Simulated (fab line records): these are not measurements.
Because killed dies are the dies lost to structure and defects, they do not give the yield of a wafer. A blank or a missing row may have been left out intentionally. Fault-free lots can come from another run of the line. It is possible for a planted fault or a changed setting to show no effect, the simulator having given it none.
fab line records	flow ritCmos
record: lots: 5	wafers: 23
route steps=202 shown SILICIDE@162 M1@188
startH: hours from the record's opening day to when the first of the lot's shown wafers began	waitH: how many hours have passed since the lot's step before this one	" unchanged from the row above	L1.1+2: one row covering several wafers at once	- either no value or no given start	* or withheld: withheld	< > ~ a bound
route shown NAME@n: names a module that has steps shown in the file, with the first one's number in the route	usual: the fault-free wafers' mean and standard deviation	same: alike in all rows	chamber/n: place in a boat	sites: the reading at each site	_std_site: how widely they spread, as a standard deviation	_edge_site: the outer-site mean with the inner-site mean subtracted	radiusMm: how far each site lies from the wafer's centre	mask NAME#n: copy n	behind: the tool/chamber that last shaped the wafer	hold: what put the lot on hold/how long, in hours/how the hold closed	device: transistor that didn't switch, given as n, p or np	end of line: at the end of the route, the tests of the same wafers	a step given without rows: its recipe and nothing more	killed: at the first sort, the dies lost to defects and structure; wafer yield is something else	map: a wafer's dies, marking killed ones x, the rest . and places with no die _
set.NAME: setting as actually run; set.NAME@STEP: the setting as run at that earlier step	model.NAME: the simulator's own value behind a step, which no gauge read
lots where settings were altered on purpose, with a table for each step and a row for each wafer
== steps ==
step: RIT_SILICIDE_SPUTTER_01
recipe: material: Ti	targetThkNm: 30	powerW: 350	chamberPressurePa: 0.667	gas: Ar	timeS: 240	substrateTempC: 25
lot.wafer	tool	chamber	startH	waitH	set.powerW	model.Ti_of_SILICIDE_SPUTTER_01.thkNm
L074.1	pvdSputter-02	-	52.87	0.0	350	30
L074.2+5	"	-	"	"	350	29.76
L074.3	"	-	"	"	350	30.52
L074.6	"	-	"	"	350	30.54
L075.1	pvdSputter-04	-	57.08	0.0	308.8	26.74
L075.2	"	-	"	"	308.8	26.76
L075.3	"	-	"	"	350	30.62
L075.4	"	-	"	"	350	30.25
L075.6	"	-	"	"	350	30.31
L077.1	pvdSputter-04	-	66.31	0.0	350	29.17
L077.2	"	-	"	"	350	29.62
L077.3	"	-	"	"	350	29.43
L077.4	"	-	"	"	350	29.91
L077.5	"	-	"	"	350	29.49
L078.2	pvdSputter-02	-	71.25	0.0	350	30.42
L078.3	"	-	"	"	350	29.73
L078.5	"	-	"	"	350	30.26
L085.1	pvdSputter-03	-	104.30	0.0	350	30.59
L085.3	"	-	"	"	371.6	32.3
L085.4	"	-	"	"	350	30.52
L085.5	"	-	"	"	371.6	32.28
L085.6	"	-	"	"	371.6	32.19
step: RIT_SILICIDE_RS_MEAS_02
recipe: thkMeasGauge: four-point-probe	reads: Ti_of_SILICIDE_SPUTTER_01
usual: SILICIDE_TI_RS: 48.1/0.84
lot.wafer	tool	chamber	startH	waitH	set.powerW@SILICIDE_SPUTTER_01	SILICIDE_TI_RS[ohm/sq]
L074.1	filmMetro-03	-	53.02	0.1	350	47.8
L074.2	"	-	"	"	350	48.4
L074.3	"	-	"	"	350	46.9
L074.5	"	-	"	"	350	48.4
L074.6	"	-	"	"	350	46.9
L075.1	filmMetro-03	-	57.23	0.1	308.8	55.4
L075.2	"	-	"	"	308.8	55.3
L075.3	"	-	"	"	350	46.8
L075.4	"	-	"	"	350	47.4
L075.6	"	-	"	"	350	47.3
L077.1	filmMetro-02	-	66.46	0.1	350	49.7
L077.2	"	-	"	"	350	48.7
L077.3	"	-	"	"	350	49.0
L077.4	"	-	"	"	350	48.0
L077.5	"	-	"	"	350	48.9
L078.2	filmMetro-04	-	71.42	0.1	350	47.2
L078.3	"	-	"	"	350	48.4
L078.5	"	-	"	"	350	47.3
L085.1	filmMetro-04	-	104.45	0.1	350	46.8
L085.3	"	-	"	"	371.6	43.6
L085.4	"	-	"	"	350	46.8
L085.5	"	-	"	"	371.6	43.7
L085.6	"	-	"	"	371.6	44.0
step: RIT_SILICIDE_THK_MEAS_03
recipe: thkMeasGauge: xrf	reads: Ti_of_SILICIDE_SPUTTER_01
usual: SILICIDE_TI_THK: 30.1/0.42
lot.wafer	tool	chamber	startH	waitH	set.powerW@SILICIDE_SPUTTER_01	SILICIDE_TI_THK[nm]
L074.1	filmMetro-03	-	53.14	0.1	350	30.2
L074.2	"	-	"	"	350	29.8
L074.3	"	-	"	"	350	30.5
L074.5	"	-	"	"	350	29.9
L074.6	"	-	"	"	350	30.7
L075.1	filmMetro-03	-	57.35	0.1	308.8	26.9
L075.2	"	-	"	"	308.8	26.9
L075.3	"	-	"	"	350	31.0
L075.4	"	-	"	"	350	30.6
L075.6	"	-	"	"	350	30.6
L077.1	filmMetro-02	-	66.58	0.1	350	29.6
L077.2	"	-	"	"	350	29.8
L077.3	"	-	"	"	350	29.6
L077.4	"	-	"	"	350	30.1
L077.5	"	-	"	"	350	29.7
L078.2	filmMetro-04	-	71.53	0.1	350	30.5
L078.3	"	-	"	"	350	29.9
L078.5	"	-	"	"	350	30.6
L085.1	filmMetro-04	-	104.57	0.1	350	30.7
L085.3	"	-	"	"	371.6	32.5
L085.4	"	-	"	"	350	30.6
L085.5	"	-	"	"	371.6	32.4
L085.6	"	-	"	"	371.6	32.3
step: RIT_M1_COAT_04
recipe: resist: NOVOLAK	spinRpm: 2000	resistThkNm: 1300
lot.wafer	tool	chamber	startH	waitH	set.spinRpm	model.NOVOLAK_of_M1_COAT_04.thkNm
L074.1+2	lithoTrack-01	0	56.43	0.1	2000	1299
L074.3	"	0	"	"	1945	1316
L074.5	"	0	"	"	2000	1294
L074.6	"	0	"	"	1945	1314
L075.1	lithoTrack-04	0	60.45	0.1	2077	1276
L075.2	"	0	"	"	2077	1277
L075.3	"	0	"	"	2000	1302
L075.4	"	0	"	"	2000	1301
L075.6	"	0	"	"	2077	1281
L077.1	lithoTrack-03	0	69.79	0.1	2046	1288
L077.2	"	0	"	"	2000	1303
L077.3	"	0	"	"	2000	1299
L077.4	"	0	"	"	2046	1291
L077.5	"	0	"	"	2000	1304
L078.2	lithoTrack-01	0	74.88	0.1	2000	1297
L078.3	"	0	"	"	2000	1298
L078.5	"	0	"	"	2000	1300
L085.1	lithoTrack-03	0	107.65	0.1	2000	1302
L085.3	"	0	"	"	2146	1261
L085.4	"	0	"	"	2146	1262
L085.5	"	0	"	"	2146	1260
L085.6	"	0	"	"	2000	1307
== key ==
split: step: RIT_SILICIDE_SPUTTER_01	setting: powerW	stated: 350	by: wafer
response: step: RIT_SILICIDE_SPUTTER_01	reading: model.Ti_of_SILICIDE_SPUTTER_01.thkNm	change: +0.302	per: 1%	r: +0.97
response: step: RIT_SILICIDE_RS_MEAS_02	reading: SILICIDE_TI_RS	change: -0.652	per: 1%	r: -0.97
response: step: RIT_SILICIDE_THK_MEAS_03	reading: SILICIDE_TI_THK	change: +0.315	per: 1%	r: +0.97
split: step: RIT_M1_COAT_04	setting: spinRpm	stated: 2000	by: wafer
response: step: RIT_M1_COAT_04	reading: model.NOVOLAK_of_M1_COAT_04.thkNm	change: -5.97	per: 1%	r: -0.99
